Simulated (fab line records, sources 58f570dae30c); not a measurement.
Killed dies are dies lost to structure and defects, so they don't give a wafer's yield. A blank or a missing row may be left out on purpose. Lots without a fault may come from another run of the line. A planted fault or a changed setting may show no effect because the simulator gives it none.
Which tool did it? | flow berkeley_cmos170 | 9 lots, 27 wafers sampled, at 1 step of a route of 331

WHAT THE GAUGES READ, wafer by wafer
UCB170_PWELL_THK_MEAS_03.
lot  | measured    | on            | PWELL_OXIDE_THK (nm)
L168 | day 2 22:31 | film_metro-03 | 27.4 27.5 27.6
L169 | day 2 22:32 | film_metro-02 | 27.6 27.2 27.5
L170 | day 3 19:27 | film_metro-03 | 27.3 27.1 27.2
L172 | day 4 01:47 | film_metro-04 | 25.9 25.3 26.1
L171 | day 4 01:49 | film_metro-03 | 25.9 25.7 26.0
L174 | day 4 07:08 | film_metro-03 | 25.7 25.5 25.7
L175 | day 4 07:09 | film_metro-02 | 26.9 26.8 27.0
L173 | day 4 07:13 | film_metro-03 | 26.0 25.8 26.0
L176 | day 4 14:54 | film_metro-02 | 27.5 27.0 27.5

WHICH TOOL RAN EACH LOT (tool, then ch and the chambers of the sampled wafers, then the start)
The record holds no process step before these readings.

THE ANSWER, worked out from the rows above alone
Rule: what is usual is taken from the lots themselves. Put in order of their means at a reading, lots are off if they are a third of the lots or fewer, leave a main group of 4 or more, and stand apart from it by a gap of 3 or more times the standard deviation of the main group's means; of several such gaps the widest counts. A main group whose means are all the same, to the digits that the tables above print for the reading, isn't used. A lot without any number at a reading at which 4 lots or more have one is off too. The other lots that the step has rows for count as sound.
No lot is off at any reading shown: from this, nothing can be told.

WHAT THE SIMULATOR HAD PUT IN
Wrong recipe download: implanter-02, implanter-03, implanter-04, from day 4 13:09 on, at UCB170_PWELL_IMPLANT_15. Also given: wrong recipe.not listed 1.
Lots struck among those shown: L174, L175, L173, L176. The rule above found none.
